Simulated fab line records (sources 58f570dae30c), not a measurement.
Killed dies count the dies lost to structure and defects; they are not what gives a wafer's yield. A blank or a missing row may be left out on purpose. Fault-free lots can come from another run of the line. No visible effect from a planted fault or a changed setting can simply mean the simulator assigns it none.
Which tool did it? ; flow berkeley cmos170 ; Sampling: 14 lots, 42 wafers, 3 of 331 route steps

WHAT THE GAUGES SHOWED, per wafer
UCB170_M1_CD_MEAS_09: target cd 700 nm.
lot;measured;on;cd nm (nm)
L630;day 8 20:25;cd sem-01;698.8 700.9 699.6
L632;day 9 15:56;cd sem-01;700.3 699.2 699.6
L634;day 9 16:55;cd sem-01;701.0 701.5 701.3
L633;day 9 16:59;cd sem-02;698.1 697.6 697.1
L637;day 10 12:31;cd sem-02;697.7 697.5 697.9
L635;day 10 13:23;cd sem-01;699.4 699.4 700.1
L638;day 10 14:35;cd sem-01;699.2 699.7 698.9
L643;day 11 07:27;cd sem-02;700.0 698.1 697.9
L642;day 11 07:43;cd sem-01;700.6 701.3 701.3
L640;day 11 08:40;cd sem-01;700.1 701.6 702.2
L644;day 11 08:49;cd sem-02;701.0 699.8 700.6
L645;day 11 09:08;cd sem-01;698.8 699.8 698.9
L653;day 12 19:56;cd sem-01;698.0 700.4 699.6
L652;day 12 20:19;cd sem-01;701.8 702.4 700.7

UCB170_V1_CD_MEAS_12: target cd 700 nm.
lot;measured;on;cd nm (nm)
L630;day 9 01:34;cd sem-02;701.6 702.4 701.5
L632;day 9 21:34;cd sem-02;698.8 699.8 699.0
L634;day 9 21:50;cd sem-02;699.1 698.0 696.8
L633;day 9 21:40;cd sem-02;697.4 700.5 697.9
L637;day 10 18:13;cd sem-02;700.1 701.2 699.1
L635;day 10 19:27;cd sem-02;700.5 699.5 700.6
L638;day 10 21:22;cd sem-02;699.1 700.5 699.3
L643;day 11 12:32;cd sem-02;700.8 702.2 700.9
L642;day 11 12:22;cd sem-01;698.0 697.4 701.1
L640;day 11 16:58;cd sem-01;700.7 701.6 701.6
L644;day 11 16:40;cd sem-01;700.7 698.5 699.1
L645;day 11 16:49;cd sem-02;700.6 701.1 702.9
L653;day 13 01:31;cd sem-01;701.1 701.1 700.2
L652;day 13 01:40;cd sem-01;702.7 700.5 702.4

UCB170_V2_BOW_MEAS_03.
lot;measured;on;V2_BOW (um)
L630;day 9 06:05;film metro-02;38 37 32
L632;day 10 01:41;film metro-03;35 51 34
L634;day 10 02:40;film metro-02;30 24 32
L633;day 10 01:59;film metro-02;36 48 30
L637;day 11 00:36;film metro-04;48 34 41
L635;day 11 03:40;film metro-03;34 34 32
L638;day 11 03:58;film metro-02;35 35 45
L643;day 11 16:23;film metro-03;40 45 42
L642;day 11 16:10;film metro-04;42 38 43
L640;day 11 23:48;film metro-04;35 22 32
L644;day 11 22:59;film metro-04;41 51 52
L645;day 11 23:44;film metro-03;27 53 32
L653;day 13 06:50;film metro-02;39 33 36
L652;day 13 07:00;film metro-03;36 45 28

TOOL THAT RAN EACH LOT (tool first, then ch and the chambers of the sampled wafers, then the start)
The record holds no process step before these readings.

WHAT THE TOOLS THEMSELVES READ (means of the sampled wafers that have a number; where no wafer has one, the mark that the record gives instead)
The record holds no such reading with a usual standard deviation.

THE ANSWER, worked out from the rows above alone
Rule: the usual values come from the lots themselves. Put in order of their means at a reading, lots are off if they are a third of the lots or fewer, leave a main group of 4 or more, and stand apart from it by a gap of 3 or more times the standard deviation of the main group's means; of several such gaps the widest counts. If all means in a main group match to the digits the tables above print for the reading, that group is not used. A lot without any number at a reading at which 4 lots or more have one is off too. The other lots that the step has rows for count as sound. Order of review: gauges by route order, followed by the tools' own readings, for which a lot's mean as printed above is used. The first step at which some lot is off is used, and at that step the reading that is off furthest; a lot without a number counts as furthest.
No lot is off on any of the readings shown, so nothing can be concluded from this.

WHAT THE SIMULATOR HAD PUT IN
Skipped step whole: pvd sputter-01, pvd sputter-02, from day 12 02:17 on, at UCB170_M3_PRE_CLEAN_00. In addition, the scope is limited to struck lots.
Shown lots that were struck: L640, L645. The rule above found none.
